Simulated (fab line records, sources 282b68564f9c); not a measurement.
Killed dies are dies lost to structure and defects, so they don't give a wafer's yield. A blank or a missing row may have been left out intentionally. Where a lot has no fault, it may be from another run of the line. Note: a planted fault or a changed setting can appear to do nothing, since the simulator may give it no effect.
Which of the tools did it? || flow rit_cmos || 7 lots, 21 wafers sampled, at 2 steps of a route of 202

== WHAT EACH GAUGE READ, for each wafer ==
RIT_NLDD_TW_MEAS_10.
{"lot": "L319", "measured": "day 3 00:04", "on": "film_metro-02", "NLDD_TW": "2507 2487 2506"}
{"lot": "L323", "measured": "day 3 21:40", "on": "film_metro-02", "NLDD_TW": "2497 2482 2497"}
{"lot": "L328", "measured": "day 5 00:41", "on": "film_metro-04", "NLDD_TW": "2258 2254 2272"}
{"lot": "L331", "measured": "day 5 15:11", "on": "film_metro-03", "NLDD_TW": "2479 2484 2489"}
{"lot": "L334", "measured": "day 6 03:47", "on": "film_metro-04", "NLDD_TW": "2501 2488 2501"}
{"lot": "L337", "measured": "day 6 21:19", "on": "film_metro-04", "NLDD_TW": "2500 2494 2494"}
{"lot": "L341", "measured": "day 7 17:07", "on": "film_metro-04", "NLDD_TW": "2493 2511 2512"}

== EACH LOT AND THE TOOL THAT RAN IT (in order: tool; ch and the chambers of the sampled wafers; start) ==
{"lot": "L319", "RIT_NLDD_IMPLANT_08": "implanter-02 ch 0, day 2 23:44"}
{"lot": "L323", "RIT_NLDD_IMPLANT_08": "implanter-01 ch 0, day 3 21:20"}
{"lot": "L328", "RIT_NLDD_IMPLANT_08": "implanter-01 ch 0, day 5 00:25"}
{"lot": "L331", "RIT_NLDD_IMPLANT_08": "implanter-03 ch 0, day 5 14:52"}
{"lot": "L334", "RIT_NLDD_IMPLANT_08": "implanter-02 ch 0, day 6 03:27"}
{"lot": "L337", "RIT_NLDD_IMPLANT_08": "implanter-03 ch 0, day 6 21:01"}
{"lot": "L341", "RIT_NLDD_IMPLANT_08": "implanter-03 ch 0, day 7 16:49"}
- RIT_NLDD_IMPLANT_08

== THE ANSWER, worked out from the rows above alone ==
Rule: the lots themselves supply what counts as usual. The widest of any qualifying gaps counts: lots, ordered by their means at a reading, are off when they make up no more than a third of the lots, leave a main group of 4 or more, and stand apart from it by 3 or more times the standard deviation of that group's means. If all means in a main group match to the digits the tables above print for the reading, that group is not used. Also off: a lot with no number at a reading for which 4 or more lots have one. Any other lot the step has rows for is counted as sound.
Off: L328, seen at RIT_NLDD_TW_MEAS_10 (NLDD_TW). Main group: mean 2496, sd 6.6.
If a tool, at a process step before that reading, ran all the lots that are off and no sound lot after the first of them, it fits. The gauges at RIT_NLDD_TW_MEAS_10 are tried like those tools. One candidate fits, namely implanter-01 at RIT_NLDD_IMPLANT_08. Its last sound lot is L323 (day 3 21:20), its first lot that is off L328 (day 5 00:25): a fault that began between those two fits.

== WHAT HAD BEEN PUT IN BY THE SIMULATOR ==
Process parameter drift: implanter-01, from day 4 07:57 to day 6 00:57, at RIT_NLDD_IMPLANT_08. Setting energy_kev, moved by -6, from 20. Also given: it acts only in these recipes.
Struck lots among those shown: L328. The same result came from the rule above.
